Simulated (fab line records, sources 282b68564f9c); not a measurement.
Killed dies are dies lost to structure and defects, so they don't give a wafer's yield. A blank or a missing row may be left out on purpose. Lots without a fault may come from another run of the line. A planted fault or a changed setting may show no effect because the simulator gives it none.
fab line records | flow rit_cmos
record lots=15 wafers=45 last_day=8
route steps=202 shown ACTIVE@4 M1@202
lots that met no fault: from a run of the same line without faults
start_h: hours from the record's first day to the start of the lot's first wafer shown | wait_h: hours since the lot's step before | " the same as in the row above | L1.1+2: a row that stands for several wafers | - no value, or no start given | * or withheld: withheld | < > ~ a bound
route shown NAME@n: a module of which the file shows steps, and the number in the route of the first | usual: mean/standard deviation of fault-free wafers | same: alike in all rows | chamber/n: place in a boat | sites: the reading at each site | _std_site: their standard deviation | _edge_site: outer sites' mean less inner sites' | radius_mm: how far each site lies from the wafer's centre | mask NAME#n: copy n | behind: the tool/chamber that last shaped the wafer | hold: why the lot was held/for how many hours/how that ended | device: the transistor (n, p or np) that didn't switch | end of line: the same wafers' tests at the end of the route | a step without rows: its recipe alone | killed: dies lost to structure and defects at the first sort, not the wafer's yield | map: a wafer's dies, x killed, . not, _ none there
set.NAME: the setting as run; set.NAME@STEP: as run at that earlier step | model.NAME: the simulator's own value behind a step, which no gauge read
steps of the route over a sample of lots; a table a step, a row a wafer
services: from which hour (start_h, from the record's first day; less than 0 if before it) a tool's chamber was out of use, for how many hours, and why
## steps
# step RIT_ACTIVE_CVD_03
# recipe material=Si3N4 target_thk_nm=150 temp_c=810 precursor=SiH2Cl2/NH3 time_s=1527 pressure_mtorr=300 sih2cl2_flow_sccm=60 nh3_flow_sccm=150
# usual nh3_flow_sccm=150.1/0.46 spike_tc_centre_C=812.7/1.4 spike_tc_load_C=835.0/1.3 spike_tc_source_C=833/3.4
# columns lot.wafer tool chamber start_h wait_h nh3_flow_sccm spike_tc_centre_C spike_tc_load_C spike_tc_source_C
L699.1 lpcvd-01 1 12.63 0.1 149.4 811.7 834.7 830
L699.4 " 1 " " 149.6 809.9 836.2 829
L699.6 " 1 " " 150.3 811.9 837.1 831
L702.2 lpcvd-01 0 27.45 0.0 149.8 812.9 835.1 833
L702.4 " 0 " " 149.6 814.2 835.5 833
L702.6 " 0 " " 150.3 813.9 834.5 836
L703.3 lpcvd-01 0 32.68 0.0 151.1 813.2 833.9 836
L703.4 " 0 " " 150.9 814.9 835.6 836
L703.5 " 0 " " 150.7 814.0 835.7 836
L704.2 lpcvd-02 0 37.67 0.0 149.7 811.1 833.7 833
L704.4 " 0 " " 149.8 813.6 833.4 836
L704.5 " 0 " " 150.3 810.6 834.2 836
L705.1 lpcvd-02 1 42.15 0.1 149.6 812.4 833.4 827
L705.4 " 1 " " 149.9 812.3 833.9 828
L705.5 " 1 " " 149.9 812.7 833.1 828
L708.1 lpcvd-01 0 59.05 2.0 151.5 814.8 835.1 836
L708.3 " 0 " " 150.9 813.3 835.2 836
L708.4 " 0 " " 150.3 813.0 835.0 836
L709.2 lpcvd-01 1 64.00 1.9 150.2 857.4 880.0 875
L709.3 " 1 " " 150.4 857.0 880.5 878
L709.5 " 1 " " 151.3 857.2 880.7 876
L710.1 lpcvd-01 1 67.11 0.1 149.9 855.8 880.9 876
L710.3 " 1 " " 150.2 857.3 882.1 876
L710.5 " 1 " " 149.8 856.4 881.3 876
L711.1 lpcvd-01 0 72.91 0.1 149.5 856.4 881.1 881
L711.2 " 0 " " 150.2 859.9 878.9 880
L711.6 " 0 " " 149.9 856.2 880.6 881
L714.3 lpcvd-02 1 88.30 0.0 150.8 813.9 836.0 828
L714.5 " 1 " " 150.5 812.9 833.4 827
L714.6 " 1 " " 150.0 812.9 833.5 828
L715.1 lpcvd-02 1 92.76 0.1 149.8 812.0 832.7 827
L715.5 " 1 " " 149.9 812.0 832.0 828
L715.6 " 1 " " 149.7 812.9 834.4 828
L716.3 lpcvd-02 0 97.15 0.0 150.3 812.2 833.6 835
L716.5 " 0 " " 149.9 811.0 835.2 835
L716.6 " 0 " " 150.3 812.3 832.2 835
L717.1 lpcvd-02 0 103.69 0.1 150.0 809.9 833.8 834
L717.2 " 0 " " 149.7 812.2 834.6 835
L717.5 " 0 " " 149.9 812.1 833.9 837
L721.2 lpcvd-02 0 123.06 0.0 149.6 811.0 832.8 836
L721.4 " 0 " " 150.0 812.9 833.7 836
L721.6 " 0 " " 149.9 810.2 836.0 835
L722.1 lpcvd-02 1 127.11 0.1 150.8 811.6 834.0 828
L722.4 " 1 " " 150.4 812.5 833.6 827
L722.6 " 1 " " 150.1 812.9 834.9 828
# step RIT_ACTIVE_THK_MEAS_04
# recipe reads=Si3N4_of_ACTIVE_CVD_03
# usual ACTIVE_NITRIDE_THK=152.6/1.1
# columns lot.wafer tool chamber start_h wait_h ACTIVE_NITRIDE_THK[nm]
L699.1 film_metro-01 - 14.05 0.0 153.2
L699.4 " - " " 153.6
L699.6 " - " " 153.7
L702.2 film_metro-03 - 29.59 0.0 151.7
L702.4 " - " " 153.1
L702.6 " - " " 153.9
L703.3 film_metro-01 - 34.83 0.0 152.9
L703.4 " - " " 152.2
L703.5 " - " " 153.7
L704.2 film_metro-02 - 39.10 0.0 153.2
L704.4 " - " " 152.4
L704.5 " - " " 152.3
L705.1 film_metro-02 - 44.28 0.0 154.7
L705.4 " - " " 153.4
L705.5 " - " " 153.4
L708.1 film_metro-02 - 60.47 0.0 153.6
L708.3 " - " " 153.2
L708.4 " - " " 152.5
L709.2 film_metro-02 - 65.43 0.0 254.8
L709.3 " - " " 255.2
L709.5 " - " " 256.5
L710.1 film_metro-02 - 68.53 0.0 255.5
L710.3 " - " " 256.9
L710.5 " - " " 257.4
L711.1 film_metro-02 - 74.33 0.0 257.0
L711.2 " - " " 257.1
L711.6 " - " " 256.1
L714.3 film_metro-01 - 90.45 0.0 151.8
L714.5 " - " " 152.6
L714.6 " - " " 152.6
L715.1 film_metro-03 - 94.18 0.0 152.4
L715.5 " - " " 152.4
L715.6 " - " " 152.1
L716.3 film_metro-02 - 98.59 0.0 153.2
L716.5 " - " " 151.5
L716.6 " - " " 152.8
L717.1 film_metro-02 - 105.11 0.0 151.7
L717.2 " - " " 151.1
L717.5 " - " " 151.5
L721.2 film_metro-01 - 124.49 0.0 151.1
L721.4 " - " " 151.3
L721.6 " - " " 151.3
L722.1 film_metro-01 - 128.53 0.0 153.2
L722.4 " - " " 153.1
L722.6 " - " " 151.9
# step RIT_ACTIVE_ETCH_13
# recipe stop_on=SiO2 chemistry=SF6 target=Si3N4 time_s=210 over_etch_frac=0.4 SF6_flow_sccm=200 pressure_mtorr=260 rf_w=125 target_depth_a=2100
# usual drypump_motor_current_A=5.7/0.34 oes_product_au=0.827/0.011 throttle_valve_pct=7.53/0.19
# columns lot.wafer tool chamber start_h wait_h drypump_motor_current_A oes_product_au rf_hours_counter_h throttle_valve_pct
L699.1 rie_diel-04 1 15.35 0.1 6.0 0.839 42 7.79
L699.4 " 3 " " 5.3 0.830 41 7.30
L699.6 " 0 " " 5.8 0.831 - 7.78
L702.2 rie_diel-01 3 30.88 0.1 5.4 0.815 7 7.54
L702.4 " 1 " " 5.5 0.825 43 7.70
L702.6 " 2 " " 5.8 0.822 - 7.57
L703.3 rie_diel-04 1 36.11 0.1 6.0 0.833 42 7.78
L703.4 " 3 " " 5.3 0.820 42 7.31
L703.5 " 1 " " 6.0 0.836 - 7.79
L704.2 rie_diel-01 1 40.35 0.1 5.5 0.823 43 7.69
L704.4 " 3 " " 5.4 0.810 7 7.54
L704.5 " 2 " " 5.8 0.821 - 7.55
L705.1 rie_diel-04 1 45.58 0.1 6.0 0.839 42 7.78
L705.4 " 2 " " 6.1 0.824 91 7.28
L705.5 " 2 " " 6.1 0.824 - 7.28
L708.1 rie_diel-03 2 61.77 0.1 6.4 0.840 105 7.59
L708.3 " 0 " " 6.0 0.822 86 7.50
L708.4 " 1 " " 5.4 0.829 44 7.21
L709.2 rie_diel-04 2 66.72 0.1 6.0 0.979 91 7.27
L709.3 " 1 " " 6.0 0.999 43 7.81
L709.5 " 2 " " 6.0 0.977 - 7.29
L710.1 rie_diel-04 2 69.71 0.1 6.1 0.980 91 7.29
L710.3 " 3 " " 5.3 0.983 42 7.33
L710.5 " 1 " " 6.0 1.008 - 7.79
L711.1 rie_diel-01 1 75.51 0.1 5.6 0.998 44 7.69
L711.2 " 2 " " 5.8 1.018 114 7.56
L711.6 " 1 " " 5.5 1.014 - 7.68
L714.3 rie_diel-03 1 91.80 0.1 5.3 0.835 45 7.21
L714.5 " 2 " " 6.4 0.835 - 7.58
L714.6 " 1 " " 5.3 0.829 - 7.21
L715.1 rie_diel-04 0 95.36 0.1 5.8 0.827 48 7.78
L715.5 " 0 " " 5.8 0.825 - 7.79
L715.6 " 1 " " 6.1 0.838 - 7.78
L716.3 rie_diel-03 3 99.87 0.1 5.9 0.823 119 7.52
L716.5 " 1 " " 5.3 0.831 - 7.23
L716.6 " 0 " " 6.0 0.824 - 7.49
L717.1 rie_diel-01 3 106.29 0.1 5.4 0.817 9 7.53
L717.2 " 2 " " 5.8 0.816 114 7.55
L717.5 " 2 " " 5.8 0.815 - 7.56
L721.2 rie_diel-01 0 125.81 0.1 5.2 0.848 5 7.36
L721.4 " 2 " " 5.9 0.812 115 7.56
L721.6 " 2 " " 5.8 0.818 - 7.56
L722.1 rie_diel-04 0 129.83 0.1 5.8 0.838 48 7.79
L722.4 " 3 " " 5.3 0.825 43 7.33
L722.6 " 3 " " 5.3 0.829 - 7.31
# step RIT_M1_PROBE_99
# usual killed_at_M0_to_M3=0.0/0.23 killed_at_contacts=0.1/0.23 killed_at_front_end=7/3 killed_dies=7/3 killed_on_rim=2.0/1.2 killed_open=3.3/2.1 killed_short=3.7/1.9
# same gross_dies=264 killed_at_M4_up=0 killed_at_back_side=0 killed_at_other=0
# columns lot.wafer tool chamber start_h wait_h killed_at_M0_to_M3 killed_at_contacts killed_at_front_end killed_dies killed_on_rim killed_open killed_short
L709.2 prober-02 - 115.38 0.1 0 0 264 264 70 10 3
L709.3 prober-02 - 115.43 0.2 0 0 264 264 70 3 4
L709.5 prober-02 - 115.53 0.2 0 0 264 264 70 4 3
L710.1 prober-01 - 118.18 0.1 0 0 264 264 70 2 2
L710.3 prober-01 - 118.28 0.2 0 0 264 264 70 1 3
L710.5 prober-01 - 118.38 0.2 1 0 263 264 70 4 2
L711.1 prober-02 - 119.68 0.1 0 0 264 264 70 1 4
L711.2 prober-02 - 119.73 0.1 0 0 264 264 70 4 7
L711.6 prober-02 - 119.93 0.2 1 0 263 264 70 2 2
L715.1 prober-02 - 144.64 0.1 0 0 5 5 3 2 3
L715.5 prober-02 - 144.84 0.2 0 0 4 4 0 3 1
L715.6 prober-02 - 144.89 0.2 0 0 3 3 0 3 0
L717.2 prober-02 - 154.84 0.1 0 0 4 4 1 3 1
L717.5 prober-02 - 154.99 0.2 0 0 9 9 2 4 5
# killed by level:class
L709.2 ACTIVE:area_etch=251 SPACER:geometric_particle:open=4 FOX1:geometric_particle:open=2 SILICIDE:geometric_particle:open=2 FOX1:geometric_particle:short=1 FOX2:geometric_particle:open=1 GATE:geometric_particle:open=1 REOX:geometric_particle:short=1
L709.3 ACTIVE:area_etch=257 GATE:geometric_particle:short=3 GATE:geometric_particle:open=2 FOX1:geometric_particle:short=1 FOX2:geometric_particle:open=1
L709.5 ACTIVE:area_etch=257 ACTIVE:geometric_particle:open=1 FOX1:geometric_particle:open=1 FOX2:geometric_particle:short=1 GATE:geometric_particle:open=1 GATE:geometric_particle:short=1 REOX:geometric_particle:short=1 SPACER:geometric_particle:open=1
L710.1 ACTIVE:area_etch=260 SPACER:geometric_particle:open=1 SPACER:geometric_particle:short=1 SILICIDE:geometric_particle:short=1 SILICIDE:geometric_particle:open=1
L710.3 ACTIVE:area_etch=260 FOX1:geometric_particle:short=1 FOX2:geometric_particle:short=1 GATE:geometric_particle:open=1 GATE:geometric_particle:short=1
L710.5 ACTIVE:area_etch=258 GATE:geometric_particle:open=3 FOX2:geometric_particle:short=1 SPACER:geometric_particle:open=1 M1:geometric_particle:short=1
L711.1 ACTIVE:area_etch=259 GATE:geometric_particle:short=2 REOX:geometric_particle:open=1 REOX:geometric_particle:short=1 SILICIDE:geometric_particle:short=1
L711.2 ACTIVE:area_etch=253 GATE:geometric_particle:short=4 GATE:geometric_particle:open=3 REOX:geometric_particle:short=2 FOX1:geometric_particle:short=1 SPACER:geometric_particle:open=1
L711.6 ACTIVE:area_etch=260 GATE:geometric_particle:open=1 SPACER:geometric_particle:open=1 SPACER:geometric_particle:short=1 M1:geometric_particle:short=1
L715.1 REOX:geometric_particle:short=2 FOX1:geometric_particle:open=1 GATE:geometric_particle:short=1 GATE:geometric_particle:open=1
L715.5 GATE:geometric_particle:open=2 GATE:geometric_particle:short=1 SILICIDE:geometric_particle:open=1
L715.6 FOX2:geometric_particle:open=2 REOX:geometric_particle:open=1
L717.2 FOX1:geometric_particle:open=1 GATE:geometric_particle:open=1 REOX:geometric_particle:open=1 REOX:geometric_particle:short=1
L717.5 FOX1:geometric_particle:short=3 GATE:geometric_particle:open=2 REOX:geometric_particle:short=1 SPACER:geometric_particle:open=1 SILICIDE:geometric_particle:short=1 SILICIDE:geometric_particle:open=1
## services
# columns tool chamber start_h hours kind
rie_diel-03 0 17.97 8.0 repair
rie_diel-01 2 21.06 5.6 repair
rie_diel-04 - 29.57 4.0 repair
rie_diel-03 - 37.04 14.6 pm
lpcvd-02 - 51.56 14.6 pm
rie_diel-04 - 92.32 0.2 repair
## key
first_sign step=RIT_ACTIVE_CVD_03 reading=spike_tc_load_C direction=up sigmas=35 usual=835.0 struck=880.7
effect step=RIT_ACTIVE_CVD_03 reading=spike_tc_centre_C direction=up sigmas=32 usual=812.7 struck=857.1
effect step=RIT_ACTIVE_THK_MEAS_04 reading=ACTIVE_NITRIDE_THK direction=up sigmas=99 usual=152.6 struck=256.3
effect step=RIT_ACTIVE_ETCH_13 reading=oes_product_au direction=up sigmas=16 usual=0.827 struck=0.995
effect step=RIT_M1_PROBE_99 reading=killed_at_front_end direction=up sigmas=85 usual=7 struck=264
more_kills_born_at RIT_ACTIVE_ETCH_13@rie_diel-04=1543 RIT_ACTIVE_ETCH_13@rie_diel-01=772
met_at RIT_ACTIVE_CVD_03
struck_lots L709,L710,L711
later_rows_left_out L709.2,L709.3,L709.5,L710.1,L710.3,L710.5,L711.1,L711.2,L711.6
tester_left_out L709,L710,L711
onset_between 59.05 64.00
fault kind=process_parameter_drift tool=lpcvd-01 chamber=- onset_h=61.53 steps=RIT_ACTIVE_CVD_03 channel=temp_c offset=* shape=step end_h=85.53 acts_in=* stated=*
# tester_left_out: of these lots the tester's yield and bins aren't shown, on N5 and GAA mostly nor the transistor test; their killed dies are dies lost to structure and defects alone, not to doping, threshold or leakage, so they don't give the yield
# later_rows_left_out: the simulator's readings of these wafers behind a module that went badly wrong aren't trusted and aren't shown, but for the sort
